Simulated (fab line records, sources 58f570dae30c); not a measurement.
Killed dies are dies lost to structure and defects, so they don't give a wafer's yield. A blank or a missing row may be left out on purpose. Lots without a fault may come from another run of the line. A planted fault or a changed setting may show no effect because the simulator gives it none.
A struck lot beside a sound one | flow berkeley_cmos170 | 14 steps out of a route of 331
Sound: wafers L906.2, L906.3, L906.5. Struck: wafers L917.2, L917.3, L917.5. The cause comes at the end.
At each step with rows: each side's tool, then ch and its chambers, then its first start. Under that, the readings that differ: sound wafers | struck wafers | difference of the means | sigmas: that difference in standard deviations of wafers without a fault.
alike: readings whose means differ by less than 2 such deviations, and words and numbers that are the same on both sides. not compared: withheld readings, readings that some wafer has no value for, bounds like >300 that may hide the same value, and numbers for which the record gives no deviation and whose values overlap.
The two part at a step that has a row with sigmas, a row that says differs or no value, or rows on one side only. Numbers that don't overlap but have no deviation are shown without sigmas and don't part them. A reading that every wafer of one side lacks parts them only if that side has two wafers or more.

first, 1 step without rows for these wafers: UCB170_ZERO_DEVELOP_05 (develop time 45 s).
UCB170_ZERO_ETCH_06: etches SiO2 in CHF3/CF4/Ar, time 12 s.
  sound on rie_diel-01 ch 1,3, day 2 10:05; struck on rie_diel-02 ch 1,2,3, day 4 14:32
  alike: drypump_motor_current_A, oes_product_au, throttle_valve_pct
  not compared: rf_hours_counter_h
UCB170_ZERO_STRIP_07: strips in O2.
  sound on plasma_asher-01 ch 0,1, day 2 10:07; struck on plasma_asher-03 ch 1, day 4 14:34
  alike: drypump_motor_current_A, oes_product_au, strip_time_to_endpoint_s
  not compared: rf_hours_counter_h
then, 2 steps without rows for these wafers: UCB170_NWELL_WET_ETCH_00 (etches SiO2 in dHF, time 200 s); UCB170_NWELL_OXIDATION_01 (target thk 26.4 nm, ox time 1260 s).
UCB170_NWELL_THK_MEAS_02:
  sound on film_metro-03, day 2 12:40; struck on film_metro-01, day 4 16:19
  alike: NWELL_OXIDE_THK
then, 2 steps without rows for these wafers: UCB170_NWELL_ANNEAL_03 (time 900 s); UCB170_NWELL_CVD_04 (deposits Si3N4 from SiH2Cl2/NH3, target thk 224 nm, time 3360 s).
UCB170_NWELL_THK_MEAS_05:
  sound on film_metro-01, day 2 17:20; struck on film_metro-04, day 4 21:12
  alike: NWELL_NITRIDE_THK
then, 3 steps without rows for these wafers: UCB170_NWELL_HMDS_06 (prime time 60 s); UCB170_NWELL_COAT_07 (resist thk 900 nm); UCB170_NWELL_SOFTBAKE_08 (time 60 s).
UCB170_NWELL_EXPOSE_09: exposes mask NWELL, target cd 3000 nm.
  sound on krf_scanner-01 ch 0, day 2 17:52; struck on krf_scanner-01, day 4 21:53
  no value came back on the struck wafers for exposure_dose_mJ_cm2, focus_offset_nm (nm), sigma_outer; on the sound wafers exposure_dose_mJ_cm2 reads 24.990 24.983 24.975
  alike: mask
then, 1 step without rows for these wafers: UCB170_NWELL_PEB_10.

WHERE THEY PART
Only at UCB170_NWELL_EXPOSE_09, within this record.

WHY: what the simulator had put in
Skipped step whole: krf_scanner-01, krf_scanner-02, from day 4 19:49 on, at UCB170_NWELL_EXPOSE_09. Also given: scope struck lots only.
